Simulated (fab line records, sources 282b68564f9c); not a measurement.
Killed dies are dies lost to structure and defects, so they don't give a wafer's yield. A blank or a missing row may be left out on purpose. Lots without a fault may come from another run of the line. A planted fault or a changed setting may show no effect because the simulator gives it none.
Split-lot experiment | flow rit_cmos | 5 lots, 23 wafers read, on a route of 202 steps

THE SPLIT
At RIT_SPACER_CVD_03 (deposits Si3N4 from SiH2Cl2/NH3, target thk 250 nm, time 3300 s), the setting sih2cl2_flow_sccm was moved away from the recipe's 60 sccm on 15 of the 23 wafers read, by -10.8% to +6.8%. The other wafers ran this setting at the recipe's value.

The reading is taken at the split's own step.

THE READING
Si3N4_of_SPACER_CVD_03.thk_nm (the simulator's own value, which no gauge read), in nm, at RIT_SPACER_CVD_03 (deposits Si3N4 from SiH2Cl2/NH3, target thk 250 nm, time 3300 s). The file gives no usual value for it. The 8 wafers here that ran the recipe average 248.4 nm, standard deviation 1.6 nm.

wafer  | tool, chamber at the split | sih2cl2_flow_sccm as run, sccm | against the recipe | Si3N4_of_SPACER_CVD_03.thk_nm, nm | against lot-mates on the recipe
L076.3 | lpcvd-01, 1                | 60                             | recipe             | 251.7                             | -
L076.4 | lpcvd-01, 1                | 60                             | recipe             | 249.5                             | -
L076.6 | lpcvd-01, 1                | 60                             | recipe             | 247.3                             | -
L080.2 | -, -                       | 53.49                          | -10.8%             | 239.9                             | no lot-mate on the recipe
L080.3 | -, -                       | 53.49                          | -10.8%             | 241.5                             | no lot-mate on the recipe
L080.4 | -, -                       | 53.49                          | -10.8%             | 240.4                             | no lot-mate on the recipe
L080.5 | -, -                       | 53.49                          | -10.8%             | 240.9                             | no lot-mate on the recipe
L080.6 | -, -                       | 53.49                          | -10.8%             | 239.3                             | no lot-mate on the recipe
L082.1 | -, -                       | 53.89                          | -10.2%             | 245.4                             | no lot-mate on the recipe
L082.2 | -, -                       | 53.89                          | -10.2%             | 246.5                             | no lot-mate on the recipe
L082.3 | -, -                       | 53.89                          | -10.2%             | 246.8                             | no lot-mate on the recipe
L082.4 | -, -                       | 53.89                          | -10.2%             | 245.3                             | no lot-mate on the recipe
L082.6 | -, -                       | 53.89                          | -10.2%             | 246.4                             | no lot-mate on the recipe
L083.1 | -, -                       | 60                             | recipe             | 248.1                             | -
L083.2 | -, -                       | 60                             | recipe             | 247.5                             | -
L083.4 | -, -                       | 60                             | recipe             | 246.1                             | -
L083.5 | -, -                       | 60                             | recipe             | 249.3                             | -
L083.6 | -, -                       | 60                             | recipe             | 248                               | -
L084.2 | -, -                       | 64.09                          | +6.8%              | 253                               | no lot-mate on the recipe
L084.3 | -, -                       | 64.09                          | +6.8%              | 252.6                             | no lot-mate on the recipe
L084.4 | -, -                       | 64.09                          | +6.8%              | 253.1                             | no lot-mate on the recipe
L084.5 | -, -                       | 64.09                          | +6.8%              | 253.4                             | no lot-mate on the recipe
L084.6 | -, -                       | 64.09                          | +6.8%              | 253.6                             | no lot-mate on the recipe

THE FIT
A straight line over all 23 wafers: Si3N4_of_SPACER_CVD_03.thk_nm changes by +0.561 nm for each +1% of sih2cl2_flow_sccm; r = +0.88; the points scatter about the line by 2.2 nm.
Too few moved wafers have a lot-mate on the recipe to fit a line with each lot's own level taken away.

THE FILE'S OWN FIT
Si3N4_of_SPACER_CVD_03.thk_nm changes by +0.561 nm for each +1% of sih2cl2_flow_sccm, r = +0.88.
